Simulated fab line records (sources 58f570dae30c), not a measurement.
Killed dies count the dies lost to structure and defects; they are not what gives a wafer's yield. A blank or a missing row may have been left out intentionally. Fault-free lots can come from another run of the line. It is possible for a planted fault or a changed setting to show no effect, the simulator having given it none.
2 desks looking at one fault -- flow berkeleyCmos170 -- what lay behind the numbers comes last; until then each desk has only its own

## FOR THE TOOL OWNER'S DESK: pecvd-02
The tool's own readings at UCB170_SPACER_CVD_00 (deposits SiO2 from TEOS/O2, target thk 376 nm, time 47 s): means of the sampled wafers that have a number, for each lot that ran on this tool. Any lot whose mean is over 4 standard deviations away from the usual mean is out of limits and marked OUT; that distance is given in the brackets.
Columns: A = heaterPowerW at UCB170_SPACER_CVD_00, usual 283 W; B = rfFwdPowerW at UCB170_SPACER_CVD_00, usual 544.7 W
lot,first seen here,A,B
L409,day 7 02:31,238,540.5
L412,day 7 17:03,303,545.5
L418,day 8 18:55,308,544.9
L422,day 9 05:49,266,544.1
L423,day 10 01:19,342,545.3
Result from this desk: across the 5 lots, nothing is out of limits.

## AT THE METROLOGY DESK
Means of the sampled wafers that have a number, per lot and without regard to the tool the lot ran on: this is what the gauges read. Any lot whose mean is over 4 standard deviations away from the usual mean is out of limits and marked OUT; that distance is given in the brackets.
Columns: A = FIELD_OXIDE_THK at UCB170_FIELD_THK_MEAS_02, usual 561 nm; B = SPACER_TEOS_THK at UCB170_SPACER_THK_MEAS_01, usual 375 nm; C = PSD_OVL at UCB170_PSD_OVL_MEAS_07, usual -2 nm; D = CONTACT_OVL at UCB170_CONTACT_OVL_MEAS_16, usual 4 nm
lot,first seen here,A,B,C,D
L409,day 5 01:02,557,370,-5,4
L412,day 5 14:47,581,374,-1,-2
L410,day 5 14:47,565,377,-11,-1
L414,day 5 23:06,562,373,-2,10
L418,day 6 20:03,562,377,-6,1
L415,day 6 20:07,551,378,0,3
L417,day 6 20:08,564,372,3,2
L416,day 6 20:09,557,378,-1,7
L422,day 7 09:12,551,459 (+16) OUT,17,0
L423,day 7 17:31,563,415 (+7.5) OUT,2,4
L427,day 8 17:08,556,381,0,3
L428,day 9 04:29,564,377,-7,3
L430,day 9 15:34,560,382,0,8
L432,day 9 15:36,566,380,-5,6
Finding of this desk: L422, L423 out of limits, first seen on L422 at day 9 05:51 (SPACER_TEOS_THK at UCB170_SPACER_THK_MEAS_01). L409, L412, L410, L414, L418, L415, L417, L416, L427, L428, L430, L432 stayed within limits.

## TAKEN TOGETHER
On L422, L423, the metrology desk was in a position to raise an alarm at day 9 05:51.
The tool owner's desk saw nothing out of limits.
Tool owner's desk: L422, L423 on record, inside its limits.
Every lot named ran UCB170_SPACER_CVD_00 on pecvd-02.

## WHAT HAD BEEN PUT IN BY THE SIMULATOR
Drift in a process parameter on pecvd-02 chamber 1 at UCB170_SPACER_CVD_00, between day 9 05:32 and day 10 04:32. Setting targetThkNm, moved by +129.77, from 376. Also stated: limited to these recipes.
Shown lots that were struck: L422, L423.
Time in hours between the start of the fault and the first out-of-limits reading at each desk: metrology desk, 0.
